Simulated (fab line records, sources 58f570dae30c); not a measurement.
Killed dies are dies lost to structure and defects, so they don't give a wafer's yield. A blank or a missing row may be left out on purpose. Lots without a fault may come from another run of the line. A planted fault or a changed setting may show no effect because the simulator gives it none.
Tool commonality check | flow berkeley_cmos170 | 14 lots, 42 wafers sampled

WHY IT WAS OPENED
At UCB170_PVT_TW_MEAS_09 the reading PVT_TW is flagged on 2 of 14 lots. Wafers without a fault read 504, standard deviation 4.7.
Rule: a lot is flagged when every wafer of it that has a number lies more than 4 standard deviations from that mean, or none has a number. The other lots count as sound.

lot  | measured     | on            | PVT_TW, wafer by wafer | flag
L165 | day 6 02:48  | film_metro-02 | 510 507 507            |
L164 | day 6 03:01  | film_metro-04 | 505 504 504            |
L166 | day 6 20:47  | film_metro-04 | 502 507 503            |
L167 | day 6 21:20  | film_metro-04 | 503 503 503            |
L169 | day 7 04:17  | film_metro-03 | 500 500 499            |
L173 | day 7 23:58  | film_metro-04 | 506 507 503            |
L172 | day 8 00:04  | film_metro-03 | 499 500 499            |
L171 | day 8 00:28  | film_metro-04 | 501 502 506            |
L174 | day 8 05:58  | film_metro-03 | 500 502 501            |
L177 | day 9 05:25  | film_metro-04 | 503 503 503            |
L182 | day 9 14:56  | film_metro-04 | 505 506 504            |
L179 | day 9 15:22  | film_metro-03 | 497 496 496            |
L180 | day 9 15:48  | film_metro-02 | 469 473 470            | FLAGGED
L183 | day 10 11:29 | film_metro-04 | 460 462 462            | FLAGGED
The numbers of the flagged lots are 466 on average: -38 against the usual, or -8 standard deviations.

WHICH TOOL RAN EACH LOT
The record holds 1 process step before the reading, out of a route of 331 steps. In each cell: the tool, then ch and the chambers that the sampled wafers went through, then the start.
lot  | flag    | UCB170_PVT_IMPLANT_07
L165 |         | implanter-01 ch 0, day 6 02:33
L164 |         | implanter-03 ch 0, day 6 02:46
L166 |         | implanter-01 ch 0, day 6 20:32
L167 |         | implanter-03 ch 0, day 6 21:07
L169 |         | implanter-01 ch 0, day 7 04:02
L173 |         | implanter-03 ch 0, day 7 23:43
L172 |         | implanter-01 ch 0, day 7 23:51
L171 |         | implanter-03 ch 0, day 8 00:13
L174 |         | implanter-03 ch 0, day 8 05:43
L177 |         | implanter-01 ch 0, day 9 05:11
L182 |         | implanter-01 ch 0, day 9 14:41
L179 |         | implanter-03 ch 0, day 9 15:07
L180 | FLAGGED | implanter-01 ch 0, day 9 15:33
L183 | FLAGGED | implanter-01 ch 0, day 10 11:15
What these steps do:
- UCB170_PVT_IMPLANT_07
- UCB170_PVT_TW_MEAS_09

FLAGGED OVER TOTAL, TOOL BY TOOL (the gauges that took the reading come last)
step                  | tool          | lots run | flagged | share of the flagged lots | sound lots run after its first flagged lot
UCB170_PVT_IMPLANT_07 | implanter-01  | 8        | 2       | all                       | 0
UCB170_PVT_IMPLANT_07 | implanter-03  | 6        | 0       | none                      | -
UCB170_PVT_TW_MEAS_09 | film_metro-02 | 2        | 1       | some                      | 0
UCB170_PVT_TW_MEAS_09 | film_metro-03 | 4        | 0       | none                      | -
UCB170_PVT_TW_MEAS_09 | film_metro-04 | 8        | 1       | some                      | 0

WHAT THE TABLE ALLOWS
1 row of the table ran every flagged lot: implanter-01 at UCB170_PVT_IMPLANT_07.
- implanter-01 at UCB170_PVT_IMPLANT_07: 2 of its 8 lots flagged. Its last sound lot is L182 (day 9 14:41), its first flagged lot L180 (day 9 15:33): a fault that began between those two fits. Its own readings lie more than 4 standard deviations out on every wafer of the flagged lots: beam_on_s, faraday_current_uA.
One tool is left: implanter-01 at UCB170_PVT_IMPLANT_07.

WHAT THE SIMULATOR HAD PUT IN
Process parameter drift: implanter-01, from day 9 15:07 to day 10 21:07, at UCB170_PVT_IMPLANT_07. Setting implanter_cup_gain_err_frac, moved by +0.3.
Lots struck among those shown: L180, L183. The rule above found the same.
